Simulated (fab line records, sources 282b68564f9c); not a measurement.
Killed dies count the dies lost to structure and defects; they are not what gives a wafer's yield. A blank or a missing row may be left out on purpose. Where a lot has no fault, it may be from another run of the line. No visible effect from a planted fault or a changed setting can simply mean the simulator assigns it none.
What tool caused it? || flow rit_cmos || Sampling: 7 lots, 21 wafers, 2 of 202 route steps

== WHAT THE GAUGES SHOWED, per wafer ==
RIT_ACTIVE_THK_MEAS_04.
{"lot": "L531", "measured": "day 1 18:46", "on": "film_metro-03", "ACTIVE_NITRIDE_THK (nm)": "149.9 152.4 149.0"}
{"lot": "L533", "measured": "day 2 04:32", "on": "film_metro-03", "ACTIVE_NITRIDE_THK (nm)": "150.9 148.8 149.6"}
{"lot": "L535", "measured": "day 2 15:14", "on": "film_metro-02", "ACTIVE_NITRIDE_THK (nm)": "151.4 151.1 152.8"}
{"lot": "L538", "measured": "day 3 05:32", "on": "film_metro-03", "ACTIVE_NITRIDE_THK (nm)": "147.9 148.9 149.2"}
{"lot": "L541", "measured": "day 3 20:32", "on": "film_metro-03", "ACTIVE_NITRIDE_THK (nm)": "149.6 150.1 149.6"}
{"lot": "L544", "measured": "day 4 11:32", "on": "film_metro-02", "ACTIVE_NITRIDE_THK (nm)": "149.5 150.5 150.1"}
{"lot": "L549", "measured": "day 5 12:32", "on": "film_metro-03", "ACTIVE_NITRIDE_THK (nm)": "133.7 133.1 132.7"}

== TOOL THAT RAN EACH LOT (tool first, then ch and the chambers of the sampled wafers, then the start) ==
{"lot": "L531", "RIT_ACTIVE_CVD_03": "lpcvd-02 ch 1, day 1 17:20"}
{"lot": "L533", "RIT_ACTIVE_CVD_03": "lpcvd-01 ch 1, day 2 03:07"}
{"lot": "L535", "RIT_ACTIVE_CVD_03": "lpcvd-02 ch 0, day 2 13:07"}
{"lot": "L538", "RIT_ACTIVE_CVD_03": "lpcvd-01 ch 1, day 3 04:07"}
{"lot": "L541", "RIT_ACTIVE_CVD_03": "lpcvd-01 ch 0, day 3 19:07"}
{"lot": "L544", "RIT_ACTIVE_CVD_03": "lpcvd-01 ch 0, day 4 10:07"}
{"lot": "L549", "RIT_ACTIVE_CVD_03": "lpcvd-01 ch 0, day 5 11:07"}
- RIT_ACTIVE_CVD_03: deposits Si3N4 from SiH2Cl2/NH3, target thk 150 nm, time 1500 s.

== THE ANSWER, worked out from the rows above alone ==
Rule: the usual values come from the lots themselves. Put in order of their means at a reading, lots are off if they are a third of the lots or fewer, leave a main group of 4 or more, and stand apart from it by a gap of 3 or more times the standard deviation of the main group's means; of several such gaps the widest counts. If all means in a main group match to the digits the tables above print for the reading, that group is not used. A lot without any number at a reading at which 4 lots or more have one is off too. Any other lot the step has rows for is counted as sound.
Off: L549, seen at RIT_ACTIVE_THK_MEAS_04 (ACTIVE_NITRIDE_THK). The main group has a mean of 150.1 nm with a standard deviation of 0.93.
If a tool, at a process step before that reading, ran all the lots that are off and no sound lot after the first of them, it fits. Those tools and the gauges at RIT_ACTIVE_THK_MEAS_04 are tried in the same way. Can't be told from this: 2 tools fit, lpcvd-01 at RIT_ACTIVE_CVD_03, film_metro-03 at RIT_ACTIVE_THK_MEAS_04.

== WHAT THE SIMULATOR PUT IN ==
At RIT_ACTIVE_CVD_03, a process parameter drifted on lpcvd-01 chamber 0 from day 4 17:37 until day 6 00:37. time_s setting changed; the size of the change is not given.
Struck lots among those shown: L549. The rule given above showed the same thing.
